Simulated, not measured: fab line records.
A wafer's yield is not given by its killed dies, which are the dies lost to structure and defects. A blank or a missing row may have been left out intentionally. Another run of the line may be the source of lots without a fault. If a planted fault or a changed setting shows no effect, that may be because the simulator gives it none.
Chamber matching / flow berkeley cmos170 / UCB170_V1_CVD_00 on pecvd-02 has 3 sister chambers
The step deposits SiO2 from TEOS/O2, target thk 2000 nm, time 250 s. 3 wafers are shown with their chamber, then 7 later ones without.

## WAFERS PAIRED WITH THEIR CHAMBERS
wafer=L973.2; chamber=1; rf fwd power W (W)=551.2
wafer=L983.1; chamber=0; rf fwd power W (W)=548.3
wafer=L983.2; chamber=2; rf fwd power W (W)=548.9

## WAFERS WHOSE CHAMBER IS MISSING
wafer=L983.3; rf fwd power W (W)=548.6
wafer=L986.3; rf fwd power W (W)=549.7
wafer=L986.4; rf fwd power W (W)=548.9
wafer=L986.6; rf fwd power W (W)=548.8
wafer=L993.2; rf fwd power W (W)=547.3
wafer=L993.4; rf fwd power W (W)=547.1
wafer=L993.6; rf fwd power W (W)=548.7

## EACH ONE'S CHAMBER
wafer=L983.3; from the rows above=can't be placed: 2 or 0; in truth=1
wafer=L986.3; from the rows above=can't be placed: 2 or 0 or 1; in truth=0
wafer=L986.4; from the rows above=can't be placed: 2 or 0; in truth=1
wafer=L986.6; from the rows above=can't be placed: 2 or 0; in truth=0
wafer=L993.2; from the rows above=can't be placed: 0 or 2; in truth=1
wafer=L993.4; from the rows above=can't be placed: 0 or 2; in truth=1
wafer=L993.6; from the rows above=can't be placed: 2 or 0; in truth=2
Placed correctly: 0 of 7. Not placeable from these rows: 7 (in 3, the candidates include the true chamber). 0 placed wrongly.
How it was worked out, from the rows above alone: a wafer's distance from a chamber is the root of the sum, over the readings, of the square of ((its reading less the chamber's mean) divided by the reading's scatter). The wafer belongs to the nearest chamber; if the next one is less than 2 further off, it can't be placed. For every chamber, the mean is computed from those of its wafers that are shown. The scatter (one wafer shown for each chamber): square how far every hidden wafer sits from the nearest shown wafer, average those squares and take the square root.
